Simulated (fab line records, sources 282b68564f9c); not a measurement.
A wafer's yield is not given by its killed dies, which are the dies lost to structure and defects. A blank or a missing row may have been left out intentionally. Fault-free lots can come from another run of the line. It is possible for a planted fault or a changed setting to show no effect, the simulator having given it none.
Lot-split experiment / flow rit_cmos / 23 wafers read from 5 lots, route of 202 steps

## SPLIT DETAILS
At RIT_ACTIVE_EXPOSE_08 (exposes mask M1, target cd 1400 nm), the setting dose_mj was moved away from the recipe's 225 on 5 of the 23 wafers read, by +2.1% to +4.1%. The other wafers ran this setting at the recipe's value.

## FROM THE SPLIT TO THE READING: what the file shows between them, 6 steps
- RIT_ACTIVE_PEB_09
- RIT_ACTIVE_DEVELOP_10: develop time 50 s
- RIT_ACTIVE_CD_MEAS_11: target cd 1400 nm
- RIT_ACTIVE_HARDBAKE_12: time 60 s
- RIT_ACTIVE_ETCH_13: etches Si3N4 in SF6, stops on SiO2, time 210 s, target depth 210 nm
- RIT_ACTIVE_STRIP_14: strips in O2, time 180 s

## THE READING
cd_nm (nm) at RIT_ACTIVE_CD_MEAS_90, where the cd target is 1400 nm. Typical for fault-free wafers on this fab line: 1399.7 nm, with standard deviation 2.3 nm.

wafer=L078.2; tool, chamber at the split=iline_stepper-01, 0; dose_mj as run=225; against the recipe=recipe; cd_nm, nm=1399.6; against lot-mates on the recipe=-
wafer=L078.3; tool, chamber at the split=iline_stepper-01, 0; dose_mj as run=225; against the recipe=recipe; cd_nm, nm=1399.4; against lot-mates on the recipe=-
wafer=L078.4; tool, chamber at the split=iline_stepper-01, 0; dose_mj as run=234.3; against the recipe=+4.1%; cd_nm, nm=1387.5; against lot-mates on the recipe=-11.6
wafer=L078.5; tool, chamber at the split=iline_stepper-01, 0; dose_mj as run=234.3; against the recipe=+4.1%; cd_nm, nm=1388.1; against lot-mates on the recipe=-11.0
wafer=L078.6; tool, chamber at the split=iline_stepper-01, 0; dose_mj as run=225; against the recipe=recipe; cd_nm, nm=1398.2; against lot-mates on the recipe=-
wafer=L080.1; tool, chamber at the split=iline_stepper-02, 0; dose_mj as run=225; against the recipe=recipe; cd_nm, nm=1401.5; against lot-mates on the recipe=-
wafer=L080.4; tool, chamber at the split=iline_stepper-02, 0; dose_mj as run=225; against the recipe=recipe; cd_nm, nm=1400.4; against lot-mates on the recipe=-
wafer=L080.5; tool, chamber at the split=iline_stepper-02, 0; dose_mj as run=225; against the recipe=recipe; cd_nm, nm=1401.4; against lot-mates on the recipe=-
wafer=L081.1; tool, chamber at the split=iline_stepper-01, 0; dose_mj as run=229.7; against the recipe=+2.1%; cd_nm, nm=1394.8; against lot-mates on the recipe=-5.7
wafer=L081.2; tool, chamber at the split=iline_stepper-01, 0; dose_mj as run=225; against the recipe=recipe; cd_nm, nm=1400.5; against lot-mates on the recipe=-
wafer=L081.3; tool, chamber at the split=iline_stepper-01, 0; dose_mj as run=229.7; against the recipe=+2.1%; cd_nm, nm=1395.5; against lot-mates on the recipe=-5.0
wafer=L081.5; tool, chamber at the split=iline_stepper-01, 0; dose_mj as run=225; against the recipe=recipe; cd_nm, nm=1400.5; against lot-mates on the recipe=-
wafer=L081.6; tool, chamber at the split=iline_stepper-01, 0; dose_mj as run=229.7; against the recipe=+2.1%; cd_nm, nm=1392.7; against lot-mates on the recipe=-7.8
wafer=L084.2; tool, chamber at the split=iline_stepper-01, 0; dose_mj as run=225; against the recipe=recipe; cd_nm, nm=1400.0; against lot-mates on the recipe=-
wafer=L084.3; tool, chamber at the split=iline_stepper-01, 0; dose_mj as run=225; against the recipe=recipe; cd_nm, nm=1400.0; against lot-mates on the recipe=-
wafer=L084.4; tool, chamber at the split=iline_stepper-01, 0; dose_mj as run=225; against the recipe=recipe; cd_nm, nm=1400.8; against lot-mates on the recipe=-
wafer=L084.5; tool, chamber at the split=iline_stepper-01, 0; dose_mj as run=225; against the recipe=recipe; cd_nm, nm=1398.6; against lot-mates on the recipe=-
wafer=L084.6; tool, chamber at the split=iline_stepper-01, 0; dose_mj as run=225; against the recipe=recipe; cd_nm, nm=1399.6; against lot-mates on the recipe=-
wafer=L085.1; tool, chamber at the split=iline_stepper-02, 0; dose_mj as run=225; against the recipe=recipe; cd_nm, nm=1400.3; against lot-mates on the recipe=-
wafer=L085.2; tool, chamber at the split=iline_stepper-02, 0; dose_mj as run=225; against the recipe=recipe; cd_nm, nm=1400.7; against lot-mates on the recipe=-
wafer=L085.3; tool, chamber at the split=iline_stepper-02, 0; dose_mj as run=225; against the recipe=recipe; cd_nm, nm=1398.7; against lot-mates on the recipe=-
wafer=L085.5; tool, chamber at the split=iline_stepper-02, 0; dose_mj as run=225; against the recipe=recipe; cd_nm, nm=1401.6; against lot-mates on the recipe=-
wafer=L085.6; tool, chamber at the split=iline_stepper-02, 0; dose_mj as run=225; against the recipe=recipe; cd_nm, nm=1397.5; against lot-mates on the recipe=-

FIT RESULTS
A straight line over all 23 wafers: cd_nm changes by -2.88 nm for each +1% of dose_mj; r = -0.96; the points scatter about the line by 1.1 nm.
The same after taking each lot's own level away (the mean of its wafers on the recipe; 23 wafers): -2.78 nm for each +1%; r = -0.97; scatter 0.98 nm.
Per that fit: largest dose_mj move, reading shift of 11 nm.
The lots' own levels span 1399.07 to 1401.10 nm, that is 0.9 times the standard deviation above.
Hence the lot-to-lot level has little effect on the slope; both slopes agree.
Check: for one of the wafers moved furthest among these (+4.1%), held out of the fit, the line's prediction against its lot-mates is -11.5 nm. It came out at -11.6 nm against them.

## OTHER SPLITS ON THESE WAFERS
Other splits were also applied to these wafers ahead of the reading. Each is held against what the fit with the lots' levels taken away leaves over:
other split on the same wafers=RIT_ACTIVE_CVD_03 time_s; wafers away from the commonest value=15; r with cd_nm (lot level and that fit taken away)=+0.05

## THE WHOLE CHAIN: every reading that the file lists as answering this split, in the file's order
step=RIT_ACTIVE_CD_MEAS_11; what it does=target cd 1400 nm; reading=cd_nm; change (the file's fit)=-2.66 nm for each +1% of the setting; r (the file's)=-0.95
step=RIT_ACTIVE_ETCH_13; what it does=etches Si3N4 in SF6, stops on SiO2, time 210 s, target depth 210 nm; reading=ACTIVE.cd_nm (the simulator's own value, which no gauge read); change (the file's fit)=-2.75 nm for each +1% of the setting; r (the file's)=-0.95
step=RIT_ACTIVE_CD_MEAS_90; what it does=target cd 1400 nm; reading=cd_nm; change (the file's fit)=-2.77 nm for each +1% of the setting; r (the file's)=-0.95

## FILE'S OWN FIT
cd_nm changes by -2.77 nm for each +1% of dose_mj, r = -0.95.
